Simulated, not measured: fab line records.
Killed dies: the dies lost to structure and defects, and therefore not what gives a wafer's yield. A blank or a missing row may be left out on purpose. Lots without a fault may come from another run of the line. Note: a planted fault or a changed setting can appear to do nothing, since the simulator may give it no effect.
A struck lot beside a sound one | flow berkeley cmos170 | 29 out of 331 route steps
Sound: the wafers L995.3, L995.4, L995.5. The struck wafers were L104.2, L104.3, L104.6. Last of all comes the cause.
Per side, at each step with rows, come the tool, then ch with its chambers, and then its first start. Under that, the readings that differ: sound wafers | struck wafers | difference of the means | sigmas: that difference in standard deviations of wafers without a fault.
alike: words and numbers the same on both sides, and readings whose means are apart by under 2 such deviations; not compared: readings that were withheld, readings missing a value for some wafer, numbers with overlapping values and no deviation given by the record, and bounds like >300 which may hide the same value.
A row with sigmas, a row that says differs or no value, or rows on one side alone: a step with any of these is where the two part. Numbers that have no deviation but don't overlap get no sigmas and don't part them. A reading missing from all wafers of one side parts the sides only when that side holds two or more wafers.

first, 6 steps without rows for these wafers: UCB170_M2_COAT_09; UCB170_M2_COAT_10 (resist thk 900 nm); UCB170_M2_SOFTBAKE_11 (time 60 s); UCB170_M2_EXPOSE_12 (exposes mask METAL2, target cd 700 nm); UCB170_M2_PEB_13; UCB170_M2_DEVELOP_14 (develop time 45 s).
UCB170_M2_CD_MEAS_15: target cd 700 nm.
  sound: cd sem-02 at day 9 07:29; struck: cd sem-02 at day 11 00:21
  alike: cd nm
UCB170_M2_OVL_MEAS_16:
  sound: overlay-02 at day 9 07:35; struck: overlay-02 at day 11 00:28
  reading     | sound     | struck | difference | sigmas
  M2_OVL (nm) | -5 -6 -11 | 2 1 7  | +11        | +2
UCB170_M2_ETCH_17: etches BARC in N2/H2.
  sound on rie diel-01 ch 0,2,3, day 9 07:36; struck on rie diel-01 ch 0,1,3, day 11 00:29
  alike: chamber pressure mTorr, drypump motor current A, oes product au, throttle valve pct
UCB170_M2_METAL_ETCH_18: etches Al in Cl2/BCl3, stops on SiO2, target depth 1170 nm, time 195 s.
  sound on rie metal-02 ch 0,1, day 9 07:43; struck on rie metal-01 ch 0,1, day 11 00:32
  reading                | sound             | struck            | difference | sigmas
  throttle valve pct (%) | 24.43 24.22 24.23 | 24.39 24.69 24.70 | +0.30      | +2
  alike: chamber pressure mTorr, drypump motor current A, he backside leak sccm, oes product au
  not compared: rf hours counter h
UCB170_M2_STRIP_19: strips in O2.
  sound on plasma asher-01 ch 0,1, day 9 07:52; struck on plasma asher-01 ch 0,1, day 11 00:43
  alike: chamber pressure mTorr, drypump motor current A, oes product au
  not compared: rf hours counter h
UCB170_M2_CD_MEAS_90: target cd 700 nm.
  sound: cd sem-02 at day 9 07:58; struck: cd sem-02 at day 11 00:50
  alike: cd nm
UCB170_V2_CVD_00: deposits SiO2 from TEOS/O2, target thk 2000 nm, time 250 s.
  sound on pecvd-01 ch 0,1,2, day 9 08:03; struck on pecvd-01 ch 0,1,2, day 11 00:56
  alike: heater power w
UCB170_V2_THK_MEAS_01:
  sound: film metro-04 at day 9 08:14; struck: film metro-03 at day 11 01:07
  reading          | sound          | struck         | difference | sigmas
  V2_TEOS_THK (nm) | 1992 2038 2017 | 1751 1782 1801 | -238       | -10
UCB170_V2_CMP_02: polishes SiO2.
  sound on cmp-01 ch 0,1, day 9 08:19; struck on cmp-01 ch 0,2,3, day 11 01:16
  alike: motor current A
UCB170_V2_BOW_MEAS_03:
  sound: film metro-03 at day 9 08:37; struck: film metro-03 at day 11 01:29
  alike: V2_BOW
UCB170_V2_THK_MEAS_04:
  sound: film metro-03 at day 9 08:43; struck: film metro-03 at day 11 01:35
  reading              | sound                | struck            | difference | sigmas
  V2_POLISHED_THK (nm) | 1001.6 1001.4 1000.5 | 772.5 770.2 773.1 | -229.2     | -99 or more
then, 7 steps without rows for these wafers: UCB170_V2_CLEAN_05 (cleans in DIW); UCB170_V2_HMDS_06 (prime time 60 s); UCB170_V2_COAT_07 (resist thk 900 nm); UCB170_V2_SOFTBAKE_08 (time 60 s); UCB170_V2_EXPOSE_09 (exposes mask VIA2, target cd 700 nm); UCB170_V2_PEB_10; UCB170_V2_DEVELOP_11 (develop time 45 s).
UCB170_V2_CD_MEAS_12: target cd 700 nm.
  sound: cd sem-02 at day 9 10:10; struck: cd sem-01 at day 11 02:40
  reading    | sound             | struck            | difference | sigmas
  cd nm (nm) | 697.1 698.4 697.7 | 700.6 700.6 700.8 | +2.9       | +2
UCB170_V2_OVL_MEAS_13:
  sound: overlay-02 at day 9 10:16; struck: overlay-01 at day 11 02:47
  reading     | sound   | struck  | difference | sigmas
  V2_OVL (nm) | 11 12 9 | 0 -7 -3 | -14        | -2
UCB170_V2_ETCH_14: etches SiO2 in CHF3/CF4/Ar, stops on Al, target depth 1250 nm, time 291 s.
  sound on rie diel-04 ch 0,2,3, day 9 10:17; struck on rie diel-01 ch 0,2,3, day 11 02:49
  reading               | sound             | struck            | difference | sigmas
  oes product au (a.u.) | 0.873 0.866 0.882 | 0.759 0.753 0.751 | -0.119     | -15
  alike: CHF3_flow_sccm, chamber pressure mTorr, drypump motor current A, throttle valve pct
  not compared: rf hours counter h
UCB170_V2_STRIP_15: strips in O2.
  sound on plasma asher-02 ch 0,1, day 9 10:30; struck on plasma asher-03 ch 0,1, day 11 02:59
  alike: chamber pressure mTorr, drypump motor current A, oes product au, strip time to endpoint s
  not compared: rf hours counter h
UCB170_M3_PROBE_99:
  rows exist in the record for the struck wafers here (prober-02, day 11 06:00), but not for the sound ones

## WHERE THEY PART
At UCB170_M2_OVL_MEAS_16 first; at UCB170_M3_PROBE_99 last (within this record only).

WHY: what the simulator had put in
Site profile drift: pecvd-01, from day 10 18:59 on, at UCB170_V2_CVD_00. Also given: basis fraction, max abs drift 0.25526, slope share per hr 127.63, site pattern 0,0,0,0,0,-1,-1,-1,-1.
